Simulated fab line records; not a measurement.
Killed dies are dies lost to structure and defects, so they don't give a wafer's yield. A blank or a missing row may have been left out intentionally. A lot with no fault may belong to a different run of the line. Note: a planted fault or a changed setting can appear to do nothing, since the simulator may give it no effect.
What tool caused it? / flow rit-cmos / 14 lots with 42 wafers sampled at 2 steps, on a route of 202 steps

== WHAT THE GAUGES READ, wafer by wafer ==
RIT_M1_RS_MEAS_01: a four-point-probe measurement.
lot=L604; measured=day 3 06:55; on=film-metro-02; M1_AL_RS (ohm/sq)=0.0753 0.0748 0.0750
lot=L605; measured=day 3 14:35; on=film-metro-03; M1_AL_RS (ohm/sq)=0.0765 0.0760 0.0765
lot=L606; measured=day 3 17:11; on=film-metro-01; M1_AL_RS (ohm/sq)=0.0762 0.0759 0.0754
lot=L608; measured=day 4 01:52; on=film-metro-03; M1_AL_RS (ohm/sq)=0.0758 0.0752 0.0767
lot=L610; measured=day 4 13:46; on=film-metro-02; M1_AL_RS (ohm/sq)=0.0752 0.0750 0.0743
lot=L613; measured=day 5 07:08; on=film-metro-01; M1_AL_RS (ohm/sq)=0.0749 0.0746 0.0735
lot=L614; measured=day 5 09:57; on=film-metro-01; M1_AL_RS (ohm/sq)=0.0749 0.0756 0.0763
lot=L615; measured=day 5 15:10; on=film-metro-01; M1_AL_RS (ohm/sq)=0.0732 0.0740 0.0746
lot=L616; measured=day 5 18:06; on=film-metro-02; M1_AL_RS (ohm/sq)=0.0773 0.0764 0.0757
lot=L619; measured=day 6 08:40; on=film-metro-02; M1_AL_RS (ohm/sq)=0.0761 0.0752 0.0762
lot=L621; measured=day 6 18:44; on=film-metro-03; M1_AL_RS (ohm/sq)=0.0745 0.0761 0.0743
lot=L623; measured=day 7 09:35; on=film-metro-01; M1_AL_RS (ohm/sq)=0.0365 0.0371 0.0370 0.0365 0.0371 0.0370
lot=L625; measured=day 7 23:05; on=film-metro-03; M1_AL_RS (ohm/sq)=0.0372 0.0368 0.0365 0.0372 0.0368 0.0365
lot=L627; measured=day 7 23:51; on=film-metro-03; M1_AL_RS (ohm/sq)=0.0758 0.0755 0.0761

== TOOL THAT RAN EACH LOT (tool first, then ch and the chambers of the sampled wafers, then the start) ==
lot=L604; RIT_M1_SPUTTER_00=pvd-sputter-01, day 3 06:38
lot=L605; RIT_M1_SPUTTER_00=pvd-sputter-02, day 3 14:18
lot=L606; RIT_M1_SPUTTER_00=pvd-sputter-03, day 3 16:51
lot=L608; RIT_M1_SPUTTER_00=pvd-sputter-03, day 4 01:32
lot=L610; RIT_M1_SPUTTER_00=pvd-sputter-03, day 4 13:26
lot=L613; RIT_M1_SPUTTER_00=pvd-sputter-02, day 5 06:51
lot=L614; RIT_M1_SPUTTER_00=pvd-sputter-03, day 5 09:40
lot=L615; RIT_M1_SPUTTER_00=pvd-sputter-02, day 5 14:51
lot=L616; RIT_M1_SPUTTER_00=pvd-sputter-03, day 5 17:47
lot=L619; RIT_M1_SPUTTER_00=pvd-sputter-02, day 6 08:21
lot=L621; RIT_M1_SPUTTER_00=pvd-sputter-02, day 6 18:27
lot=L623; RIT_M1_SPUTTER_00=pvd-sputter-02, day 7 08:50
lot=L625; RIT_M1_SPUTTER_00=pvd-sputter-02, day 7 22:20
lot=L627; RIT_M1_SPUTTER_00=pvd-sputter-02, day 7 23:32
- RIT_M1_SPUTTER_00: material Al, target thk 400 nm, time 500 s.

== AS READ BY THE TOOLS THEMSELVES (means over the sampled wafers that have a number; for cases with no such wafer, the mark the record gives instead) ==
RIT_M1_SPUTTER_00.
lot=L604; tool=pvd-sputter-01; cathode-dc-power-W (W)=1999.8; throttle-valve-pct (%)=29.7
lot=L605; tool=pvd-sputter-02; cathode-dc-power-W (W)=2000.0; throttle-valve-pct (%)=29.4
lot=L606; tool=pvd-sputter-03; cathode-dc-power-W (W)=2000.1; throttle-valve-pct (%)=31.3
lot=L608; tool=pvd-sputter-03; cathode-dc-power-W (W)=2000.1; throttle-valve-pct (%)=31.5
lot=L610; tool=pvd-sputter-03; cathode-dc-power-W (W)=1999.9; throttle-valve-pct (%)=29.6
lot=L613; tool=pvd-sputter-02; cathode-dc-power-W (W)=1999.6; throttle-valve-pct (%)=30.4
lot=L614; tool=pvd-sputter-03; cathode-dc-power-W (W)=2000.0; throttle-valve-pct (%)=31.3
lot=L615; tool=pvd-sputter-02; cathode-dc-power-W (W)=1999.8; throttle-valve-pct (%)=30.3
lot=L616; tool=pvd-sputter-03; cathode-dc-power-W (W)=2000.4; throttle-valve-pct (%)=31.3
lot=L619; tool=pvd-sputter-02; cathode-dc-power-W (W)=2000.1; throttle-valve-pct (%)=30.2
lot=L621; tool=pvd-sputter-02; cathode-dc-power-W (W)=1999.9; throttle-valve-pct (%)=30.2
lot=L623; tool=pvd-sputter-02; cathode-dc-power-W (W)=2000.2; throttle-valve-pct (%)=30.8
lot=L625; tool=pvd-sputter-02; cathode-dc-power-W (W)=2000.0; throttle-valve-pct (%)=30.8
lot=L627; tool=pvd-sputter-02; cathode-dc-power-W (W)=2000.2; throttle-valve-pct (%)=29.6

== THE ANSWER, worked out from the rows above alone ==
Rule: usual is defined by the lots themselves. The widest of any qualifying gaps counts: lots, ordered by their means at a reading, are off when they make up no more than a third of the lots, leave a main group of 4 or more, and stand apart from it by 3 or more times the standard deviation of that group's means. If all means in a main group match to the digits the tables above print for the reading, that group is not used. Also off: a lot with no number at a reading for which 4 or more lots have one. Any other lot the step has rows for is counted as sound. The gauges are gone through in route order, then the tools' own readings, and for those a lot's mean is taken as printed above. The first step at which some lot is off is used, and at that step the reading that is off furthest; a lot without a number counts as furthest.
Off: L623, L625, seen at RIT_M1_RS_MEAS_01 (M1_AL_RS). The main group: mean 0.0754 ohm/sq, standard deviation 0.00075.
A tool fits if, at a process step before that reading, it ran every lot that is off, and no sound lot after the first of them. Those tools and the gauges at RIT_M1_RS_MEAS_01 are tried in the same way. Not one of the candidates tried fits.

== WHAT HAD BEEN PUT IN BY THE SIMULATOR ==
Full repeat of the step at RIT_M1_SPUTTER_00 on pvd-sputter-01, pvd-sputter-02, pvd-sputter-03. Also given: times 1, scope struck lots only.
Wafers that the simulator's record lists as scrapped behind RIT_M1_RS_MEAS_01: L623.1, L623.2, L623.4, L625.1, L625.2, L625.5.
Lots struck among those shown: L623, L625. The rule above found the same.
